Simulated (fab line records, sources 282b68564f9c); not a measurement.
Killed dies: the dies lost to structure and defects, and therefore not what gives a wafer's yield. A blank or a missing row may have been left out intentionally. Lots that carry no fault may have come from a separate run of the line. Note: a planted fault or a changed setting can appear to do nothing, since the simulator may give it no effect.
Which tool did it? | flow rit-cmos | 14 lots, 42 wafers sampled, at 1 step of a route of 202

WHAT EACH GAUGE READ, for each wafer
RIT_NRETRO_OVL_MEAS_06. Usual: for NRETRO_OVL the level is 0.6 nm and the standard deviation is 1.5.
lot  | measured    | on         | NRETRO_OVL (nm) | flag
L902 | day 2 08:30 | overlay-01 | 1.7 1.6 1.3     |
L903 | day 2 16:13 | overlay-01 | 0.4 0.7 -2.0    |
L905 | day 3 01:58 | overlay-01 | -0.4 0.3 -0.6   |
L906 | day 3 09:51 | overlay-01 | 1.8 0.8 1.9     |
L907 | day 3 14:08 | overlay-01 | -1.8 -1.7 -0.3  |
L908 | day 3 16:46 | overlay-01 | 0.8 0.5 0.1     |
L912 | day 4 13:58 | overlay-01 | 3.2 1.9 2.6     |
L913 | day 4 16:42 | overlay-01 | 0.8 -1.6 -0.4   |
L914 | day 4 21:27 | overlay-02 | 0.5 0.8 0.1     |
L919 | day 6 00:08 | overlay-01 | 1.5 1.9 0.6     |
L922 | day 6 12:34 | overlay-02 | -0.3 -0.1 0.1   |
L923 | day 6 17:31 | overlay-02 | -0.4 -0.7 1.1   |
L924 | day 6 22:45 | overlay-01 | -1.9 -0.1 1.9   |
L925 | day 7 03:42 | overlay-02 | 2.6 1.8 2.1     |

TOOL THAT RAN EACH LOT (tool first, then ch and the chambers of the sampled wafers, then the start)
Before these readings, the record contains no process step.

WHAT THE TOOLS THEMSELVES READ (means of the sampled wafers that have a number; where no wafer has one, the mark that the record gives instead)
The record holds no such reading with a usual standard deviation.

THE ANSWER, worked out from the rows above alone
Rule: take the mean of a lot's wafers that have a number; if it is more than 3 standard deviations from the usual mean, the lot is off. A lot without any number at a reading at which 4 lots or more have one is off too. All remaining lots with rows at the step are treated as sound. First the gauges in route order, then the tools' own readings, where a lot's mean is used as printed above. The first step at which some lot is off is used, and at that step the reading that is off furthest; a lot without a number counts as furthest.
No lot is off at any reading shown: from this, nothing can be told.

WHAT THE SIMULATOR HAD PUT IN
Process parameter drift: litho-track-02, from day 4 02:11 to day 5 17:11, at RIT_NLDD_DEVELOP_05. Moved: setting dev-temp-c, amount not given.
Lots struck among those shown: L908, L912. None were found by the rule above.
